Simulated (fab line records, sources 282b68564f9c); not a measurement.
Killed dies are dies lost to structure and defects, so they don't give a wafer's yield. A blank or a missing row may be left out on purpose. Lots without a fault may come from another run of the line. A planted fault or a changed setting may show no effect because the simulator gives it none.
Split-lot experiment | flow rit_cmos | 5 lots, 23 wafers read, on a route of 202 steps

THE SPLIT
At RIT_NSD_IMPLANT_08, the setting energy_kev was moved away from the recipe's 25 on 11 of the 23 wafers read, by -5.9% to +3.4%. The other wafers ran this setting at the recipe's value.

The reading is taken at the split's own step.

THE READING
implant.drp_nm (the simulator's own value, which no gauge read), in nm, at RIT_NSD_IMPLANT_08. The file gives no usual value for it.

wafer  | tool, chamber at the split | energy_kev as run | against the recipe | implant.drp_nm, nm | against lot-mates on the recipe
L075.1 | implanter-02, 0            | 25                | recipe             | 14.84              | -
L075.2 | implanter-02, 0            | 25                | recipe             | 14.84              | -
L075.3 | implanter-02, 0            | 23.53             | -5.9%              | 14.3               | -0.54
L075.4 | implanter-02, 0            | 23.53             | -5.9%              | 14.3               | -0.54
L075.5 | implanter-02, 0            | 23.53             | -5.9%              | 14.3               | -0.54
L076.1 | implanter-03, 0            | 25.86             | +3.4%              | 15.14              | +0.30
L076.4 | implanter-03, 0            | 25.86             | +3.4%              | 15.14              | +0.30
L076.6 | implanter-03, 0            | 25.86             | +3.4%              | 15.14              | +0.30
L076.3 | implanter-03, 0            | 25                | recipe             | 14.84              | -
L076.5 | implanter-03, 0            | 25                | recipe             | 14.84              | -
L079.1 | implanter-02, 0            | 25                | recipe             | 14.84              | -
L079.3 | implanter-02, 0            | 25                | recipe             | 14.84              | -
L079.6 | implanter-02, 0            | 25                | recipe             | 14.84              | -
L079.4 | implanter-02, 0            | 25.47             | +1.9%              | 15                 | +0.16
L079.5 | implanter-02, 0            | 25.47             | +1.9%              | 15                 | +0.16
L080.3 | implanter-02, 0            | 25                | recipe             | 14.84              | -
L080.4 | implanter-02, 0            | 25                | recipe             | 14.84              | -
L080.6 | implanter-02, 0            | 25                | recipe             | 14.84              | -
L083.1 | implanter-03, 0            | 23.72             | -5.1%              | 14.37              | -0.47
L083.3 | implanter-03, 0            | 23.72             | -5.1%              | 14.37              | -0.47
L083.4 | implanter-03, 0            | 23.72             | -5.1%              | 14.37              | -0.47
L083.5 | implanter-03, 0            | 25                | recipe             | 14.84              | -
L083.6 | implanter-03, 0            | 25                | recipe             | 14.84              | -

THE FIT
A straight line over all 23 wafers: implant.drp_nm changes by +0.0905 nm for each +1% of energy_kev; r = +1.00; the points scatter about the line by 0.0048 nm.
The same after taking each lot's own level away (the mean of its wafers on the recipe; 23 wafers): +0.0905 nm for each +1%; r = +1.00; scatter 0.0048 nm.
On that fit, the largest move of energy_kev shifts the reading by 0.53 nm.
The lots' own levels span 14.840 to 14.840 nm.
So the lot-to-lot level changes the slope little: the two slopes agree.
Check: with one of the wafers moved furthest among these (-5.9%) left out of the fit, the line predicts -0.536 nm for it against its lot-mates. It came out at -0.54 nm against them.

OTHER SPLITS ON THESE WAFERS
These wafers also went through other splits before the reading. Each is held against what the fit with the lots' levels taken away leaves over:
other split on the same wafers     | wafers away from the commonest value | r with implant.drp_nm (lot level and that fit taken away)
RIT_GATE_DEVELOP_15 develop_time_s | 10                                   | -0.35
RIT_NLDD_IMPLANT_08 energy_kev     | 8                                    | +0.01
RIT_PLDD_HARDBAKE_07 temp_c        | 10                                   | +0.11
RIT_NSD_COAT_01 spin_rpm           | 7                                    | +0.08

THE WHOLE CHAIN: every reading that the file lists as answering this split, in the file's order
step               | what it does | reading                                                         | change (the file's fit)                | r (the file's)
RIT_NSD_IMPLANT_08 |              | implant.rp_nm (the simulator's own value, which no gauge read)  | +0.22 nm for each +1% of the setting   | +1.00
RIT_NSD_IMPLANT_08 |              | implant.drp_nm (the simulator's own value, which no gauge read) | +0.0902 nm for each +1% of the setting | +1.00

THE FILE'S OWN FIT
implant.drp_nm changes by +0.0902 nm for each +1% of energy_kev, r = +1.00.
